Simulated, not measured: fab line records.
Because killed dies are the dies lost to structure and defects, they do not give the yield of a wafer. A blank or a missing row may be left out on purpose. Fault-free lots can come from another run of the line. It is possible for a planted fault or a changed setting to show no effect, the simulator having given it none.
Which tool did it? + flow berkeleyCmos170 + Sampling: 14 lots, 42 wafers, 3 of 331 route steps

WHAT THE GAUGES SHOWED, per wafer
UCB170_SDANNEAL_RS_MEAS_02: a four-point-probe measurement.
| lot  | measured     | on           | PSD_RS (ohm/sq) |
|------|--------------|--------------|-----------------|
| L116 | day 6 01:04  | filmMetro-02 | 75.9 76.1 76.0  |
| L118 | day 6 14:30  | filmMetro-01 | 75.7 75.5 75.4  |
| L117 | day 6 15:02  | filmMetro-01 | 75.5 75.6 75.3  |
| L119 | day 7 05:07  | filmMetro-02 | 75.4 75.5 75.5  |
| L121 | day 7 05:18  | filmMetro-03 | 74.8 75.0 75.1  |
| L122 | day 7 05:32  | filmMetro-01 | 75.3 75.4 75.5  |
| L120 | day 7 05:48  | filmMetro-02 | 75.6 75.7 76.0  |
| L124 | day 8 14:47  | filmMetro-02 | 75.1 75.2 75.2  |
| L126 | day 8 20:09  | filmMetro-03 | 75.3 75.8 75.5  |
| L127 | day 8 20:10  | filmMetro-02 | 75.9 75.7 75.5  |
| L129 | day 8 23:34  | filmMetro-03 | 75.8 75.8 75.6  |
| L135 | day 10 22:46 | filmMetro-03 | 75.4 75.4 75.2  |
| L137 | day 11 08:08 | filmMetro-01 | 75.2 75.3 75.3  |
| L139 | day 11 11:07 | filmMetro-01 | 75.2 75.3 75.5  |

UCB170_M1_CD_MEAS_09: target cd 700 nm.
| lot  | measured     | on       | cdNm (nm)         |
|------|--------------|----------|-------------------|
| L116 | day 6 10:14  | cdSem-02 | 700.2 700.1 700.2 |
| L118 | day 6 23:26  | cdSem-02 | 696.9 697.4 698.5 |
| L117 | day 6 23:17  | cdSem-02 | 698.1 698.0 698.8 |
| L119 | day 7 12:02  | cdSem-02 | 700.5 701.1 700.6 |
| L121 | day 7 12:29  | cdSem-02 | 697.8 699.1 696.4 |
| L122 | day 7 12:43  | cdSem-01 | 698.8 697.8 698.8 |
| L120 | day 7 13:25  | cdSem-01 | 701.0 700.9 701.9 |
| L124 | day 8 22:46  | cdSem-01 | 699.2 698.8 699.6 |
| L126 | day 9 06:44  | cdSem-02 | 699.9 700.0 701.1 |
| L127 | day 9 04:55  | cdSem-01 | 701.1 700.1 700.7 |
| L129 | day 9 06:55  | cdSem-02 | 702.4 701.5 701.3 |
| L135 | day 11 10:59 | cdSem-02 | 699.9 698.2 699.9 |
| L137 | day 11 15:05 | cdSem-01 | 702.9 702.2 700.7 |
| L139 | day 11 17:57 | cdSem-02 | 697.3 697.1 698.0 |

UCB170_V1_THK_MEAS_01.
| lot  | measured     | on           | V1_TEOS_THK (nm) |
|------|--------------|--------------|------------------|
| L116 | day 6 12:20  | filmMetro-04 | 1957 1964 1973   |
| L118 | day 7 06:19  | filmMetro-02 | 1990 1995 2000   |
| L117 | day 7 06:20  | filmMetro-01 | 1979 2033 2024   |
| L119 | day 7 22:05  | filmMetro-02 | 2007 2005 2002   |
| L121 | day 7 22:03  | filmMetro-01 | 1987 2019 2034   |
| L122 | day 7 22:12  | filmMetro-04 | 1989 2013 2006   |
| L120 | day 7 22:13  | filmMetro-02 | 1969 1997 2003   |
| L124 | day 9 02:46  | filmMetro-01 | 1960 1984 2004   |
| L126 | day 9 10:08  | filmMetro-01 | 1990 1980 2003   |
| L127 | day 9 10:08  | filmMetro-04 | 1975 2050 2017   |
| L129 | day 9 10:10  | filmMetro-02 | 1987 1985 1967   |
| L135 | day 11 15:07 | filmMetro-04 | 1969 1996 2017   |
| L137 | day 11 20:50 | filmMetro-04 | 1966 1980 1991   |
| L139 | day 11 20:46 | filmMetro-04 | 1944 1927 1978   |

WHICH TOOL RAN EACH LOT (tool, then ch and the chambers of the sampled wafers, then the start)
Record: no process step prior to these readings.

WHAT THE TOOLS THEMSELVES READ (means of the sampled wafers that have a number; where no wafer has one, the mark that the record gives instead)
The record holds no such reading with a usual standard deviation.

THE ANSWER, worked out from the rows above alone
Rule: what is usual is taken from the lots themselves. The widest of any qualifying gaps counts: lots, ordered by their means at a reading, are off when they make up no more than a third of the lots, leave a main group of 4 or more, and stand apart from it by 3 or more times the standard deviation of that group's means. A main group whose means are all the same, to the digits that the tables above print for the reading, isn't used. A lot without any number at a reading at which 4 lots or more have one is off too. All remaining lots with rows at the step are treated as sound. Order of review: gauges by route order, followed by the tools' own readings, for which a lot's mean as printed above is used. At the first step where some lot is off, the reading lying furthest off is the one used; lots without a number count as furthest.
None of the lots is off at any reading shown; this tells nothing.

WHAT THE SIMULATOR HAD PUT IN
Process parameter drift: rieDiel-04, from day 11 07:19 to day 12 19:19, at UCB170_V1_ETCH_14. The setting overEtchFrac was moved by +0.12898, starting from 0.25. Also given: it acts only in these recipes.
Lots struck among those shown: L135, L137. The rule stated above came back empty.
